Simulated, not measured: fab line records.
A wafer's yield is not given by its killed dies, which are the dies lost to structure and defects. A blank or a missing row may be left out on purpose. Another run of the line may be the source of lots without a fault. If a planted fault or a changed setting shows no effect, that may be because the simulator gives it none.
Problem report in the 8D (eight disciplines) form, filled by code    flow berkeley-cmos170    the parts of the form that need people (team, actions taken, sign-off) are left out

== 1. PROBLEM STATEMENT ==
exposure-dose-mJ-cm2 at UCB170_NWELL_EXPOSE_09 reads a mean of 27.280 on 12 wafers of 4 lots; wafers without a fault read 25.001 with a standard deviation of 0.024. That puts it +95 standard deviations away from the usual mean.
The step: exposes mask NWELL, target cd 3000 nm.
The first sign was on wafer L457.1 at day 5 11:50, on krf-scanner-01. The record has a number at this step for 48 wafers belonging to 16 lots. The rule behind "out" and "out of limits": a value lying over 4 standard deviations away from the usual mean. The other wafers with a number count as sound.

== 2. WHAT THIS IS AND IS NOT ==
question                     is                      is not
which readings at this step  exposure-dose-mJ-cm2    -
which lots                   L457, L459, L461, L463  L442, L443, L445, L446, L450, L451, L452, L453, L454, L455, L456, L464
which wafers of those lots   all that have a number  -
read on which tools          krf-scanner-01          krf-scanner-02
when                         from day 5 11:50        up to then (33 sound wafers); but 3 sound wafers of L464 came after

== 3. SUSPECTS, AND WHAT RULES EACH OUT ==
Counting: a tool stays on the suspect list if, at a process step up to the reading, it processed all lots that are out and no sound lot following the first of them.
- krf-scanner-01 at UCB170_NWELL_EXPOSE_09 (exposes mask NWELL, target cd 3000 nm): kept. It processed each lot that is out, first L457 at day 5 11:50, and no sound lot thereafter; up to then, the last sound lot it processed was L454 at day 4 20:11. Its own exposure-dose-mJ-cm2 readings are out on those wafers.
Left after counting: krf-scanner-01 at UCB170_NWELL_EXPOSE_09.

== 4. THE CAUSE (what the simulator had put in) ==
Process parameter drift: krf-scanner-01, from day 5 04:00 on, at UCB170_NWELL_EXPOSE_09. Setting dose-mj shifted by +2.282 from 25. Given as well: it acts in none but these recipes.
The count eliminated every tool but this one.

== 5. THE CHAIN OF EFFECTS, in route order ==
Each row: a reading where the mean over the struck wafers with a number is more than 3 standard deviations away from the usual. Only readings whose record carries a usual standard deviation are examined. hours: median over the lots of the time between each lot's start at the first step of this table that gives one and its start at this step. sigmas: the change, counted in usual standard deviations.
hours  step                    reading               usual   on struck wafers  change  sigmas
0      UCB170_NWELL_EXPOSE_09  exposure-dose-mJ-cm2  25.001  27.280            +2.279  +95
Its process steps:
- UCB170_NWELL_EXPOSE_09: exposes mask NWELL, target cd 3000 nm.
Later measuring or inspecting steps at which every struck wafer that the step has a row for has a number for every such reading, and none has moved that far: UCB170_ACTIVE_OVL_MEAS_14, UCB170_FIELD_THK_MEAS_91.

== 6. WHAT WOULD HAVE CAUGHT IT SOONER ==
In this record the first reading out of limits was taken at day 5 11:50, 8 hours after the fault began at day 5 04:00.
